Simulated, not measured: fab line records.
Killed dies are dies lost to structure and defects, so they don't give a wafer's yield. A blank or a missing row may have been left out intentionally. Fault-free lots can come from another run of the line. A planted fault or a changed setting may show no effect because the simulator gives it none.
Which tool did it? :: flow berkeley cmos170 :: 42 wafers from 14 lots sampled at 4 of the route's 331 steps

== WHAT THE GAUGES SHOWED, per wafer ==
UCB170_NSD_TW_MEAS_10.
lot: L698
measured: day 6 17:58
on: film metro-04
NSD_TW: 4196 4178 4182

lot: L701
measured: day 7 07:01
on: film metro-03
NSD_TW: 4206 4176 4159

lot: L703
measured: day 7 17:04
on: film metro-03
NSD_TW: 4367 4342 4345

lot: L702
measured: day 7 21:17
on: film metro-02
NSD_TW: 4202 4184 4204

lot: L704
measured: day 7 21:53
on: film metro-04
NSD_TW: 4315 4323 4346

lot: L713
measured: day 9 19:52
on: film metro-03
NSD_TW: 4135 4151 4152

lot: L712
measured: day 10 04:31
on: film metro-04
NSD_TW: 4172 4179 4168

lot: L714
measured: day 10 20:53
on: film metro-02
NSD_TW: 4179 4190 4170

lot: L715
measured: day 10 21:11
on: film metro-04
NSD_TW: 4149 4175 4167

lot: L717
measured: day 10 21:40
on: film metro-02
NSD_TW: 4180 4200 4201

lot: L716
measured: day 10 21:53
on: film metro-03
NSD_TW: 4186 4162 4170

lot: L718
measured: day 10 22:10
on: film metro-02
NSD_TW: 4174 4169 4180

lot: L719
measured: day 11 14:23
on: film metro-04
NSD_TW: 4184 4204 4185

lot: L720
measured: day 11 14:31
on: film metro-03
NSD_TW: 4156 4152 4152

UCB170_SDANNEAL_RS_MEAS_03: the measuring method here is four-point-probe.
lot: L698
measured: day 6 19:22
on: film metro-03
NSD_RS (ohm/sq): 37.56 37.37 37.48

lot: L701
measured: day 7 08:32
on: film metro-02
NSD_RS (ohm/sq): 37.49 37.47 37.38

lot: L703
measured: day 7 18:17
on: film metro-04
NSD_RS (ohm/sq): 32.05 32.09 32.04

lot: L702
measured: day 7 22:43
on: film metro-02
NSD_RS (ohm/sq): 37.36 37.35 37.31

lot: L704
measured: day 7 23:08
on: film metro-03
NSD_RS (ohm/sq): 32.10 31.98 32.06

lot: L713
measured: day 9 21:21
on: film metro-04
NSD_RS (ohm/sq): 37.36 37.46 37.37

lot: L712
measured: day 10 06:38
on: film metro-03
NSD_RS (ohm/sq): 37.43 37.42 37.36

lot: L714
measured: day 10 22:05
on: film metro-04
NSD_RS (ohm/sq): 37.54 37.66 37.60

lot: L715
measured: day 10 22:37
on: film metro-02
NSD_RS (ohm/sq): 37.27 37.36 37.19

lot: L717
measured: day 10 23:28
on: film metro-04
NSD_RS (ohm/sq): 37.49 37.35 37.42

lot: L716
measured: day 10 23:32
on: film metro-03
NSD_RS (ohm/sq): 37.62 37.53 37.51

lot: L718
measured: day 10 23:37
on: film metro-02
NSD_RS (ohm/sq): 37.39 37.35 37.23

lot: L719
measured: day 11 15:36
on: film metro-02
NSD_RS (ohm/sq): 37.42 37.43 37.33

lot: L720
measured: day 11 15:44
on: film metro-04
NSD_RS (ohm/sq): 37.54 37.65 37.56

== WHICH TOOL RAN EACH LOT (tool, then ch and the chambers of the sampled wafers, then the start) ==
lot: L698
UCB170_NSD_IMPLANT_08: implanter-01 ch 0, day 6 17:43
UCB170_NSD_STRIP_09: plasma asher-04 ch 0,1, day 6 17:52

lot: L701
UCB170_NSD_IMPLANT_08: implanter-04 ch 0, day 7 06:47
UCB170_NSD_STRIP_09: plasma asher-04 ch 0,1, day 7 06:55

lot: L703
UCB170_NSD_IMPLANT_08: implanter-01 ch 0, day 7 16:49
UCB170_NSD_STRIP_09: plasma asher-04 ch 0,1, day 7 16:58

lot: L702
UCB170_NSD_IMPLANT_08: implanter-04 ch 0, day 7 21:03
UCB170_NSD_STRIP_09: plasma asher-04 ch 0,1, day 7 21:11

lot: L704
UCB170_NSD_IMPLANT_08: implanter-01 ch 0, day 7 21:40
UCB170_NSD_STRIP_09: plasma asher-04 ch 0,1, day 7 21:48

lot: L713
UCB170_NSD_IMPLANT_08: implanter-04 ch 0, day 9 19:38
UCB170_NSD_STRIP_09: plasma asher-01 ch 0, day 9 19:46

lot: L712
UCB170_NSD_IMPLANT_08: implanter-04 ch 0, day 10 04:16
UCB170_NSD_STRIP_09: plasma asher-01 ch 0,1, day 10 04:25

lot: L714
UCB170_NSD_IMPLANT_08: implanter-01 ch 0, day 10 20:38
UCB170_NSD_STRIP_09: plasma asher-02 ch 0,1, day 10 20:47

lot: L715
UCB170_NSD_IMPLANT_08: implanter-02 ch 0, day 10 20:59
UCB170_NSD_STRIP_09: plasma asher-01 ch 0,1, day 10 21:05

lot: L717
UCB170_NSD_IMPLANT_08: implanter-04 ch 0, day 10 21:26
UCB170_NSD_STRIP_09: plasma asher-04 ch 0,1, day 10 21:34

lot: L716
UCB170_NSD_IMPLANT_08: implanter-01 ch 0, day 10 21:40
UCB170_NSD_STRIP_09: plasma asher-01 ch 0,1, day 10 21:47

lot: L718
UCB170_NSD_IMPLANT_08: implanter-02 ch 0, day 10 21:55
UCB170_NSD_STRIP_09: plasma asher-04 ch 0,1, day 10 22:04

lot: L719
UCB170_NSD_IMPLANT_08: implanter-02 ch 0, day 11 14:08
UCB170_NSD_STRIP_09: plasma asher-02 ch 0,1, day 11 14:17

lot: L720
UCB170_NSD_IMPLANT_08: implanter-04 ch 0, day 11 14:16
UCB170_NSD_STRIP_09: plasma asher-01 ch 0,1, day 11 14:24
- UCB170_NSD_IMPLANT_08
- UCB170_NSD_STRIP_09: strips in O2.

== WHAT THE TOOLS THEMSELVES READ (means of the sampled wafers that have a number; where no wafer has one, the mark that the record gives instead) ==
UCB170_NSD_IMPLANT_08.
lot: L698
tool: implanter-01
beam energy keV: 39.465
beam on s (s): 10.01
dose ions cm2: 2.9963e+15
faraday current uA: 9283

lot: L701
tool: implanter-04
beam energy keV: 39.452
beam on s (s): 10.01
dose ions cm2: 2.9987e+15
faraday current uA: 9241

lot: L703
tool: implanter-01
beam energy keV: 39.469
beam on s (s): 12.97
dose ions cm2: 4.6238e+15
faraday current uA: 10979

lot: L702
tool: implanter-04
beam energy keV: 39.456
beam on s (s): 10.06
dose ions cm2: 3.0025e+15
faraday current uA: 9199

lot: L704
tool: implanter-01
beam energy keV: 39.482
beam on s (s): 12.75
dose ions cm2: 4.6237e+15
faraday current uA: 11181

lot: L713
tool: implanter-04
beam energy keV: 39.476
beam on s (s): 9.97
dose ions cm2: 2.9995e+15
faraday current uA: 9295

lot: L712
tool: implanter-04
beam energy keV: 39.473
beam on s (s): 9.94
dose ions cm2: 2.9998e+15
faraday current uA: 9287

lot: L714
tool: implanter-01
beam energy keV: 39.448
beam on s (s): 10.15
dose ions cm2: 3.0002e+15
faraday current uA: 9153

lot: L715
tool: implanter-02
beam energy keV: 39.466
beam on s (s): 10.01
dose ions cm2: 3.0042e+15
faraday current uA: 9255

lot: L717
tool: implanter-04
beam energy keV: 39.444
beam on s (s): 9.94
dose ions cm2: 3.0000e+15
faraday current uA: 9340

lot: L716
tool: implanter-01
beam energy keV: 39.461
beam on s (s): 9.88
dose ions cm2: 2.9976e+15
faraday current uA: 9350

lot: L718
tool: implanter-02
beam energy keV: 39.453
beam on s (s): 10.08
dose ions cm2: 3.0026e+15
faraday current uA: 9203

lot: L719
tool: implanter-02
beam energy keV: 39.447
beam on s (s): 10.03
dose ions cm2: 2.9975e+15
faraday current uA: 9243

lot: L720
tool: implanter-04
beam energy keV: 39.449
beam on s (s): 9.98
dose ions cm2: 3.0008e+15
faraday current uA: 9274

UCB170_NSD_STRIP_09.
lot: L698
tool: plasma asher-04
drypump motor current A (A): 5.0
o2 flow sccm (sccm): 399.6
oes product au (a.u.): 0.535
strip time to endpoint s (s): 35.71

lot: L701
tool: plasma asher-04
drypump motor current A (A): 5.1
o2 flow sccm (sccm): 400.7
oes product au (a.u.): 0.533
strip time to endpoint s (s): 35.61

lot: L703
tool: plasma asher-04
drypump motor current A (A): 5.1
o2 flow sccm (sccm): 399.7
oes product au (a.u.): 0.503
strip time to endpoint s (s): 39.97

lot: L702
tool: plasma asher-04
drypump motor current A (A): 5.1
o2 flow sccm (sccm): 399.4
oes product au (a.u.): 0.535
strip time to endpoint s (s): 35.63

lot: L704
tool: plasma asher-04
drypump motor current A (A): 5.1
o2 flow sccm (sccm): 399.9
oes product au (a.u.): 0.503
strip time to endpoint s (s): 39.80

lot: L713
tool: plasma asher-01
drypump motor current A (A): 5.2
o2 flow sccm (sccm): 400.2
oes product au (a.u.): 0.537
strip time to endpoint s (s): 35.68

lot: L712
tool: plasma asher-01
drypump motor current A (A): 5.4
o2 flow sccm (sccm): 398.8
oes product au (a.u.): 0.534
strip time to endpoint s (s): 35.71

lot: L714
tool: plasma asher-02
drypump motor current A (A): 6.1
o2 flow sccm (sccm): 400.2
oes product au (a.u.): 0.539
strip time to endpoint s (s): 35.62

lot: L715
tool: plasma asher-01
drypump motor current A (A): 5.6
o2 flow sccm (sccm): 401.5
oes product au (a.u.): 0.533
strip time to endpoint s (s): 35.72

lot: L717
tool: plasma asher-04
drypump motor current A (A): 5.0
o2 flow sccm (sccm): 400.1
oes product au (a.u.): 0.538
strip time to endpoint s (s): 35.67

lot: L716
tool: plasma asher-01
drypump motor current A (A): 5.6
o2 flow sccm (sccm): 400.0
oes product au (a.u.): 0.540
strip time to endpoint s (s): 35.71

lot: L718
tool: plasma asher-04
drypump motor current A (A): 5.0
o2 flow sccm (sccm): 400.7
oes product au (a.u.): 0.535
strip time to endpoint s (s): 35.74

lot: L719
tool: plasma asher-02
drypump motor current A (A): 5.9
o2 flow sccm (sccm): 401.0
oes product au (a.u.): 0.534
strip time to endpoint s (s): 35.69

lot: L720
tool: plasma asher-01
drypump motor current A (A): 5.4
o2 flow sccm (sccm): 400.5
oes product au (a.u.): 0.535
strip time to endpoint s (s): 35.66

== THE ANSWER, worked out from the rows above alone ==
Rule: what is usual is taken from the lots themselves. The widest of any qualifying gaps counts: lots, ordered by their means at a reading, are off when they make up no more than a third of the lots, leave a main group of 4 or more, and stand apart from it by 3 or more times the standard deviation of that group's means. If all means in a main group match to the digits the tables above print for the reading, that group is not used. A lot without any number at a reading at which 4 lots or more have one is off too. Any other lot the step has rows for is counted as sound. After the gauges, taken in route order, come the tools' own readings; for these a lot's mean is taken, as printed above. The first step at which some lot is off is used, and at that step the reading that is off furthest; a lot without a number counts as furthest.
Off: L703, L704, at UCB170_NSD_TW_MEAS_10 (NSD_TW). For the main group the mean is 4176 and the standard deviation 15.
A tool fits if, at a process step before that reading, it ran every lot that is off, and no sound lot after the first of them. The gauges at UCB170_NSD_TW_MEAS_10 aren't tried: what is off there is off at UCB170_NSD_IMPLANT_08 too, on other tools, and a gauge's error can't cause that. Not one of the candidates tried fits.

== WHAT WAS PUT IN BY THE SIMULATOR ==
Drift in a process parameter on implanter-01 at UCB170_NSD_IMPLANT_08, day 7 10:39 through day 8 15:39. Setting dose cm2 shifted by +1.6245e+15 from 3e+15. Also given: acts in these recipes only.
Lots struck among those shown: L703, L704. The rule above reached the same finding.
